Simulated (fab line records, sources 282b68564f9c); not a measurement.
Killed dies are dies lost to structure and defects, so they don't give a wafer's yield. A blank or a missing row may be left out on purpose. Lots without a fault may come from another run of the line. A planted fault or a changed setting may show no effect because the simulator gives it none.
Which tool did it? | flow rit_cmos | 14 lots, 42 wafers sampled, at 2 steps of a route of 202

WHAT THE GAUGES READ, wafer by wafer
RIT_SPACER_THK_MEAS_04.
lot  | measured    | on            | SPACER_NITRIDE_THK (nm)
L265 | day 3 10:26 | film_metro-03 | 246.0 249.6 248.4
L266 | day 3 16:44 | film_metro-04 | 251.9 249.6 248.6
L267 | day 3 21:59 | film_metro-04 | 250.1 249.3 250.5
L268 | day 4 01:11 | film_metro-01 | 246.1 246.8 245.8
L269 | day 4 01:10 | film_metro-04 | 250.5 249.0 249.9
L270 | day 4 09:33 | film_metro-01 | 244.9 246.2 246.8
L272 | day 4 18:27 | film_metro-04 | 247.6 249.3 247.5
L274 | day 5 06:14 | film_metro-03 | 254.1 253.8 250.8
L275 | day 5 07:40 | film_metro-04 | 249.4 249.6 248.0
L279 | day 6 04:49 | film_metro-03 | 248.5 250.3 247.0
L280 | day 6 10:10 | film_metro-03 | 248.4 250.7 249.2
L283 | day 7 03:44 | film_metro-04 | 247.2 246.1 247.3
L284 | day 7 06:07 | film_metro-01 | 249.3 250.7 250.9
L288 | day 8 02:27 | film_metro-01 | 248.4 247.9 247.0

WHICH TOOL RAN EACH LOT (tool, then ch and the chambers of the sampled wafers, then the start)
lot  | RIT_FOX1_OXIDATION_00
L265 | furnace-04 ch 0, day 1 20:15
L266 | furnace-04 ch 0, day 2 00:49
L267 | furnace-04 ch 0, day 2 05:37
L268 | furnace-03 ch 0, day 2 10:31
L269 | furnace-03 ch 0, day 2 15:05
L270 | furnace-01 ch 0, day 2 19:08
L272 | furnace-01 ch 0, day 3 07:01
L274 | furnace-04 ch 0, day 3 19:13
L275 | furnace-04 ch 0, day 3 19:13
L279 | furnace-01 ch 0, day 4 15:11
L280 | furnace-03 ch 0, day 4 20:03
L283 | furnace-03 ch 0, day 5 12:07
L284 | furnace-03 ch 0, day 5 19:14
L288 | furnace-03 ch 0, day 6 14:11
- RIT_FOX1_OXIDATION_00: target thk 350.7 nm, ox time 1130 s.

WHAT THE TOOLS THEMSELVES READ (means of the sampled wafers that have a number; where no wafer has one, the mark that the record gives instead)
The record holds no such reading with a usual standard deviation.

THE ANSWER, worked out from the rows above alone
Rule: what is usual is taken from the lots themselves. Put in order of their means at a reading, lots are off if they are a third of the lots or fewer, leave a main group of 4 or more, and stand apart from it by a gap of 3 or more times the standard deviation of the main group's means; of several such gaps the widest counts. A main group whose means are all the same, to the digits that the tables above print for the reading, isn't used. A lot without any number at a reading at which 4 lots or more have one is off too. The other lots that the step has rows for count as sound. The gauges are gone through in route order, then the tools' own readings, and for those a lot's mean is taken as printed above. The first step at which some lot is off is used, and at that step the reading that is off furthest; a lot without a number counts as furthest.
No lot is off at any reading shown: from this, nothing can be told.

WHAT THE SIMULATOR HAD PUT IN
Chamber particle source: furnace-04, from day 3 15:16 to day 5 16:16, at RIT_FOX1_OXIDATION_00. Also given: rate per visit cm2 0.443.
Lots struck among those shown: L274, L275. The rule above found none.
